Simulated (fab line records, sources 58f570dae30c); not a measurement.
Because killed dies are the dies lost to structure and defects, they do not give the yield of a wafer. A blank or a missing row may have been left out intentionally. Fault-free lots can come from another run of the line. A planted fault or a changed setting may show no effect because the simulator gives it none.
Comparing a struck lot with a sound one -- flow berkeley-cmos170 -- 23 steps out of a route of 331
Sound: these wafers, L254.1, L254.4, L254.6. Wafers struck: L259.1, L259.4, L259.6. The cause is given at the end.
At each step with rows: each side's tool, then ch and its chambers, then its first start. Under that, the readings that differ: sound wafers -- struck wafers -- difference of the means -- sigmas: that difference in standard deviations of wafers without a fault.
alike: same words and numbers on both sides, and readings whose means sit less than 2 such deviations apart. not compared: any withheld reading, any reading some wafer has no value for, any bound like >300 that may hide the same value, and any number with overlapping values for which the record gives no deviation.
A row with sigmas, a row that says differs or no value, or rows on one side alone: a step with any of these is where the two part. Non-overlapping numbers with no deviation appear without sigmas and do not part them. Lack of a reading on every wafer of one side parts them only where that side has two or more wafers.

first, 6 steps without rows for these wafers: UCB170_ZERO_HMDS_00 (prime time 60 s); UCB170_ZERO_COAT_01 (resist thk 900 nm); UCB170_ZERO_SOFTBAKE_02 (time 60 s); UCB170_ZERO_EXPOSE_03 (exposes mask PM MARKS, target cd 4000 nm); UCB170_ZERO_PEB_04; UCB170_ZERO_DEVELOP_05 (develop time 45 s).
UCB170_ZERO_ETCH_06: etches SiO2 in CHF3/CF4/Ar, time 12 s.
  sound on rie-diel-04 ch 1,2,3, day 3 09:45; struck on rie-diel-03 ch 0,1, day 4 05:29
  alike: drypump-motor-current-A, oes-product-au, throttle-valve-pct
  not compared: rf-hours-counter-h
UCB170_ZERO_STRIP_07: strips in O2.
  sound on plasma-asher-03 ch 0,1, day 3 09:46; struck on plasma-asher-01 ch 0,1, day 4 05:30
reading,sound,struck,difference,sigmas
drypump-motor-current-A (A),4.8 4.8 5.6,6.0 6.0 6.0,+0.9,+2
  alike: o2-flow-sccm, oes-product-au, strip-time-to-endpoint-s
  not compared: rf-hours-counter-h
then, 2 steps without rows for these wafers: UCB170_NWELL_WET_ETCH_00 (etches SiO2 in dHF, time 200 s); UCB170_NWELL_OXIDATION_01 (target thk 26.4 nm, ox time 1260 s).
UCB170_NWELL_THK_MEAS_02:
  sound on film-metro-01 at day 3 17:43; struck on film-metro-04 at day 4 14:50
  alike: NWELL_OXIDE_THK
then, 1 step without rows for these wafers: UCB170_NWELL_ANNEAL_03 (time 900 s).
UCB170_NWELL_CVD_04: deposits Si3N4 from SiH2Cl2/NH3, target thk 224 nm, time 3360 s.
  sound on lpcvd-02 ch 0, day 4 00:20; struck on lpcvd-02 ch 1, day 4 20:52
reading,sound,struck,difference,sigmas
pressure-mtorr (mTorr),200.0 199.6 200.1,99.8 99.7 99.7,-100.2,-99 or more
model.Si3N4_of_NWELL_CVD_04.thk-nm (nm),228.3 227 226.6,183.6 184.5 182.2,-43.9,
UCB170_NWELL_THK_MEAS_05:
  sound on film-metro-01 at day 4 02:17; struck on film-metro-04 at day 4 22:49
reading,sound,struck,difference,sigmas
NWELL_NITRIDE_THK (nm),228.4 227.1 226.7,183.6 184.6 182.1,-44.0,-22
then, 6 steps without rows for these wafers: UCB170_NWELL_HMDS_06 (prime time 60 s); UCB170_NWELL_COAT_07 (resist thk 900 nm); UCB170_NWELL_SOFTBAKE_08 (time 60 s); UCB170_NWELL_EXPOSE_09 (exposes mask NWELL, target cd 3000 nm); UCB170_NWELL_PEB_10; UCB170_NWELL_DEVELOP_11 (develop time 45 s).
UCB170_NWELL_OVL_MEAS_12:
  sound on overlay-02 at day 4 03:24; struck on overlay-01 at day 4 23:58
  alike: NWELL_OVL
UCB170_NWELL_ETCH_13: etches Si3N4 in CH3F/Ar/O2, stops on SiO2, target depth 246.4 nm, time 154 s.
  sound on rie-diel-02 ch 1,3, day 4 03:26; struck on rie-diel-03 ch 1,2, day 5 00:00
reading,sound,struck,difference,sigmas
oes-product-au (a.u.),0.938 0.939 0.946,0.834 0.866 0.859,-0.088,-7
model.etch.depth-nm (nm),228.3 227 226.6,183.6 184.5 182.2,-43.9,
  alike: drypump-motor-current-A, throttle-valve-pct
  not compared: rf-hours-counter-h
next, for these wafers, 1 step has no rows: UCB170_NWELL_IMPLANT_14.

WHERE THEY PART
Earliest at UCB170_ZERO_STRIP_07; latest, in this record, at UCB170_NWELL_ETCH_13.

WHY: what had been put in by the simulator
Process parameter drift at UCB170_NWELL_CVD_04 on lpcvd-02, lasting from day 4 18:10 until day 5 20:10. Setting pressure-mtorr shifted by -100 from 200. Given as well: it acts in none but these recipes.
